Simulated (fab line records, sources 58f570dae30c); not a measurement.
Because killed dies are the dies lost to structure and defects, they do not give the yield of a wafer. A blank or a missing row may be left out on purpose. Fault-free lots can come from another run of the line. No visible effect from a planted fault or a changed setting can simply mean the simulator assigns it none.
Split-lot study || flow berkeley cmos170 || on a route of 331 steps: 5 lots, 23 wafers read

## THE SPLIT ITSELF
At UCB170_M3_SPUTTER_01 (material Al, target thk 900 nm, time 120 s), the setting time s was moved away from the recipe's 120 s on 6 of the 23 wafers read, by -10.9% to +13.7%. All remaining wafers had this setting at the recipe value.

## FROM THE SPLIT TO THE READING: what the file shows between them, 6 steps
- UCB170_M3_RS_MEAS_02: measures by four-point-probe
- UCB170_M3_THK_MEAS_03: measures by xrf
- UCB170_M3_SOFTBAKE_11: time 60 s (also split here: time s)
- UCB170_M3_EXPOSE_12: exposes mask METAL3, target cd 700 nm
- UCB170_M3_PEB_13
- UCB170_M3_ETCH_17: etches BARC in N2/H2

## THE READING
oes product au, in a.u., at UCB170_M3_METAL_ETCH_18 (etches Al in Cl2/BCl3, stops on SiO2, target depth 1170 nm, time 195 s). On this fab line, fault-free wafers typically give 0.861 a.u. with a standard deviation of 0.018 a.u.

{"wafer": "L074.2", "tool, chamber at the split": "pvd sputter-02, -", "time s as run, s": 120, "against the recipe": "recipe", "oes product au, a.u.": 0.862, "against lot-mates on the recipe": "-"}
{"wafer": "L074.3", "tool, chamber at the split": "pvd sputter-02, -", "time s as run, s": 120, "against the recipe": "recipe", "oes product au, a.u.": 0.857, "against lot-mates on the recipe": "-"}
{"wafer": "L074.4", "tool, chamber at the split": "pvd sputter-02, -", "time s as run, s": 120, "against the recipe": "recipe", "oes product au, a.u.": 0.864, "against lot-mates on the recipe": "-"}
{"wafer": "L074.5", "tool, chamber at the split": "pvd sputter-02, -", "time s as run, s": 120, "against the recipe": "recipe", "oes product au, a.u.": 0.865, "against lot-mates on the recipe": "-"}
{"wafer": "L074.6", "tool, chamber at the split": "pvd sputter-02, -", "time s as run, s": 120, "against the recipe": "recipe", "oes product au, a.u.": 0.863, "against lot-mates on the recipe": "-"}
{"wafer": "L079.1", "tool, chamber at the split": "pvd sputter-04, -", "time s as run, s": 120, "against the recipe": "recipe", "oes product au, a.u.": 0.878, "against lot-mates on the recipe": "-"}
{"wafer": "L079.2", "tool, chamber at the split": "pvd sputter-04, -", "time s as run, s": 106.9, "against the recipe": "-10.9%", "oes product au, a.u.": 0.824, "against lot-mates on the recipe": -0.045}
{"wafer": "L079.3", "tool, chamber at the split": "pvd sputter-04, -", "time s as run, s": 106.9, "against the recipe": "-10.9%", "oes product au, a.u.": 0.823, "against lot-mates on the recipe": -0.046}
{"wafer": "L079.5", "tool, chamber at the split": "pvd sputter-04, -", "time s as run, s": 106.9, "against the recipe": "-10.9%", "oes product au, a.u.": 0.812, "against lot-mates on the recipe": -0.057}
{"wafer": "L079.6", "tool, chamber at the split": "pvd sputter-04, -", "time s as run, s": 120, "against the recipe": "recipe", "oes product au, a.u.": 0.860, "against lot-mates on the recipe": "-"}
{"wafer": "L080.1", "tool, chamber at the split": "pvd sputter-01, -", "time s as run, s": 120, "against the recipe": "recipe", "oes product au, a.u.": 0.862, "against lot-mates on the recipe": "-"}
{"wafer": "L080.5", "tool, chamber at the split": "pvd sputter-01, -", "time s as run, s": 120, "against the recipe": "recipe", "oes product au, a.u.": 0.857, "against lot-mates on the recipe": "-"}
{"wafer": "L080.6", "tool, chamber at the split": "pvd sputter-01, -", "time s as run, s": 120, "against the recipe": "recipe", "oes product au, a.u.": 0.870, "against lot-mates on the recipe": "-"}
{"wafer": "L082.1", "tool, chamber at the split": "pvd sputter-02, -", "time s as run, s": 120, "against the recipe": "recipe", "oes product au, a.u.": 0.837, "against lot-mates on the recipe": "-"}
{"wafer": "L082.2", "tool, chamber at the split": "pvd sputter-02, -", "time s as run, s": 120, "against the recipe": "recipe", "oes product au, a.u.": 0.842, "against lot-mates on the recipe": "-"}
{"wafer": "L082.3", "tool, chamber at the split": "pvd sputter-02, -", "time s as run, s": 120, "against the recipe": "recipe", "oes product au, a.u.": 0.836, "against lot-mates on the recipe": "-"}
{"wafer": "L082.5", "tool, chamber at the split": "pvd sputter-02, -", "time s as run, s": 120, "against the recipe": "recipe", "oes product au, a.u.": 0.826, "against lot-mates on the recipe": "-"}
{"wafer": "L082.6", "tool, chamber at the split": "pvd sputter-02, -", "time s as run, s": 120, "against the recipe": "recipe", "oes product au, a.u.": 0.854, "against lot-mates on the recipe": "-"}
{"wafer": "L084.1", "tool, chamber at the split": "pvd sputter-04, -", "time s as run, s": 120, "against the recipe": "recipe", "oes product au, a.u.": 0.893, "against lot-mates on the recipe": "-"}
{"wafer": "L084.2", "tool, chamber at the split": "pvd sputter-04, -", "time s as run, s": 136.5, "against the recipe": "+13.7%", "oes product au, a.u.": 0.949, "against lot-mates on the recipe": "+0.064"}
{"wafer": "L084.3", "tool, chamber at the split": "pvd sputter-04, -", "time s as run, s": 136.5, "against the recipe": "+13.7%", "oes product au, a.u.": 0.939, "against lot-mates on the recipe": "+0.054"}
{"wafer": "L084.4", "tool, chamber at the split": "pvd sputter-04, -", "time s as run, s": 136.5, "against the recipe": "+13.7%", "oes product au, a.u.": 0.959, "against lot-mates on the recipe": "+0.074"}
{"wafer": "L084.6", "tool, chamber at the split": "pvd sputter-04, -", "time s as run, s": 120, "against the recipe": "recipe", "oes product au, a.u.": 0.877, "against lot-mates on the recipe": "-"}

THE FIT
A straight line over all 23 wafers: oes product au changes by +0.00537 a.u. for each +1% of time s; r = +0.90; the points scatter about the line by 0.017 a.u.
The same after taking each lot's own level away (the mean of its wafers on the recipe; 23 wafers): +0.0046 a.u. for each +1%; r = +0.97; scatter 0.0073 a.u.
Per that fit: largest time s move, reading shift of 0.063 a.u.
Across the lots, their own levels run from 0.8390 to 0.8850 a.u., a range of 2.6 times the standard deviation given above.
Hence the slope depends on the lot-to-lot level, as the two fits are not the same.
Check: with one of the wafers moved furthest among these (+13.7%) left out of the fit, the line predicts +0.0633 a.u. for it against its lot-mates. Against them it came out at +0.064 a.u.

## THESE WAFERS: OTHER SPLITS
Note: prior to the reading, these wafers also went through further splits. Each is held against what the fit with the lots' levels taken away leaves over:
{"other split on the same wafers": "UCB170_M1_METAL_ETCH_12 time s", "wafers away from the commonest value": 11, "r with oes product au (lot level and that fit taken away)": -0.06}
{"other split on the same wafers": "UCB170_V1_ETCH_14 time s", "wafers away from the commonest value": 7, "r with oes product au (lot level and that fit taken away)": -0.08}
{"other split on the same wafers": "UCB170_M3_SOFTBAKE_11 time s", "wafers away from the commonest value": 5, "r with oes product au (lot level and that fit taken away)": "+0.25"}

## THE WHOLE CHAIN: every reading that the file lists as answering this split, in the file's order
{"step": "UCB170_M3_SPUTTER_01", "what it does": "material Al, target thk 900 nm, time 120 s", "reading": "Al_of_M3_SPUTTER_01.thk nm (the simulator's own value, which no gauge read)", "change (the file's fit)": "+9.13 nm for each +1% of the setting", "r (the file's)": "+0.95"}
{"step": "UCB170_M3_RS_MEAS_02", "what it does": "measures by four-point-probe", "reading": "M3_AL_RS", "change (the file's fit)": "-0.000322 for each +1% of the setting", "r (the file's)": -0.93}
{"step": "UCB170_M3_THK_MEAS_03", "what it does": "measures by xrf", "reading": "M3_AL_THK", "change (the file's fit)": "+9.16 for each +1% of the setting", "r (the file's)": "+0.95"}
{"step": "UCB170_M3_METAL_ETCH_18", "what it does": "etches Al in Cl2/BCl3, stops on SiO2, target depth 1170 nm, time 195 s", "reading": "oes product au", "change (the file's fit)": "+0.00458 a.u. for each +1% of the setting", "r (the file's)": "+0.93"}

## FILE'S OWN FIT
oes product au changes by +0.00458 a.u. for each +1% of time s, r = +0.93.
